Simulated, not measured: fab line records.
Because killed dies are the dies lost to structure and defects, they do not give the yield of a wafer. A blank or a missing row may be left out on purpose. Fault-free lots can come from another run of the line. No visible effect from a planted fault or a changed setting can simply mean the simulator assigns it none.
Split-lot trial    flow berkeleyCmos170    23 wafers read from 5 lots, route of 331 steps

THE SPLIT
At UCB170_M2_PEB_13, the setting pebTempC was moved away from the recipe's 130 C on 4 of the 23 wafers read, by -2.4% to -0.8%. For the rest of the wafers, this setting stayed at what the recipe calls for.

FROM THE SPLIT TO THE READING: what the file shows between them, 5 steps
- UCB170_M2_DEVELOP_14: develop time 45 s
- UCB170_M2_CD_MEAS_15: target cd 700 nm
- UCB170_M2_ETCH_17: etches BARC in N2/H2
- UCB170_M2_METAL_ETCH_18: etches Al in Cl2/BCl3, stops on SiO2, target depth 1170 nm, time 195 s
- UCB170_M2_STRIP_19: strips in O2

THE READING
cdNm, in nm, at UCB170_M2_CD_MEAS_90 (target cd 700 nm). A value of 702 nm with a standard deviation of 3.2 nm is what fault-free wafers of this fab line usually give.

wafer   tool, chamber at the split  pebTempC as run, C  against the recipe  cdNm, nm  against lot-mates on the recipe
L075.1  lithoTrack-02, 0            130                 recipe              700       -
L075.2  lithoTrack-02, 0            130                 recipe              699       -
L075.3  lithoTrack-02, 0            130                 recipe              698       -
L075.5  lithoTrack-02, 0            130                 recipe              698       -
L075.6  lithoTrack-02, 0            130                 recipe              697       -
L077.2  lithoTrack-03, 0            130                 recipe              703       -
L077.3  lithoTrack-03, 0            130                 recipe              698       -
L077.4  lithoTrack-03, 0            129                 -0.8%               709       +9
L077.5  lithoTrack-03, 0            129                 -0.8%               706       +6
L077.6  lithoTrack-03, 0            130                 recipe              700       -
L076.1  lithoTrack-04, 0            130                 recipe              703       -
L076.3  lithoTrack-04, 0            130                 recipe              701       -
L076.4  lithoTrack-04, 0            130                 recipe              709       -
L076.5  lithoTrack-04, 0            130                 recipe              707       -
L076.6  lithoTrack-04, 0            130                 recipe              704       -
L079.1  lithoTrack-03, 0            126.9               -2.4%               722       +23
L079.2  lithoTrack-03, 0            130                 recipe              701       -
L079.3  lithoTrack-03, 0            130                 recipe              697       -
L079.5  lithoTrack-03, 0            126.9               -2.4%               720       +21
L079.6  lithoTrack-03, 0            130                 recipe              700       -
L084.1  lithoTrack-02, 0            130                 recipe              701       -
L084.3  lithoTrack-02, 0            130                 recipe              702       -
L084.6  lithoTrack-02, 0            130                 recipe              703       -

FIT RESULTS
A straight line over all 23 wafers: cdNm changes by -8.34 nm for each +1% of pebTempC; r = -0.89; the points scatter about the line by 3 nm.
The same after taking each lot's own level away (the mean of its wafers on the recipe; 23 wafers): -9.1 nm for each +1%; r = -0.96; scatter 1.9 nm.
On that fit, the largest move of pebTempC shifts the reading by 22 nm.
Measured against the standard deviation above, the lots' own levels, which go from 698.4 to 704.8 nm, span 2.0 times it.
So the lot-to-lot level changes the slope little: the two slopes agree.
Check: +20.9 nm against its lot-mates is what the line predicts for one of the wafers moved furthest among these (-2.4%) when that wafer is left out of the fit. It came out at +22.7 nm against them.

THE WHOLE CHAIN: every reading that the file lists as answering this split, in the file's order
step                     what it does                                                            reading                                                   change (the file's fit)               r (the file's)
UCB170_M2_CD_MEAS_15     target cd 700 nm                                                        cdNm                                                      -9.4 nm for each +1% of the setting   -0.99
UCB170_M2_ETCH_17        etches BARC in N2/H2                                                    M2.cdNm (the simulator's own value, which no gauge read)  -9.35 nm for each +1% of the setting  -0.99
UCB170_M2_METAL_ETCH_18  etches Al in Cl2/BCl3, stops on SiO2, target depth 1170 nm, time 195 s  M2.cdNm (the simulator's own value, which no gauge read)  -9.21 nm for each +1% of the setting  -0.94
UCB170_M2_CD_MEAS_90     target cd 700 nm                                                        cdNm                                                      -9.27 nm for each +1% of the setting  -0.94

FILE'S OWN FIT
cdNm changes by -9.27 nm for each +1% of pebTempC, r = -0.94.
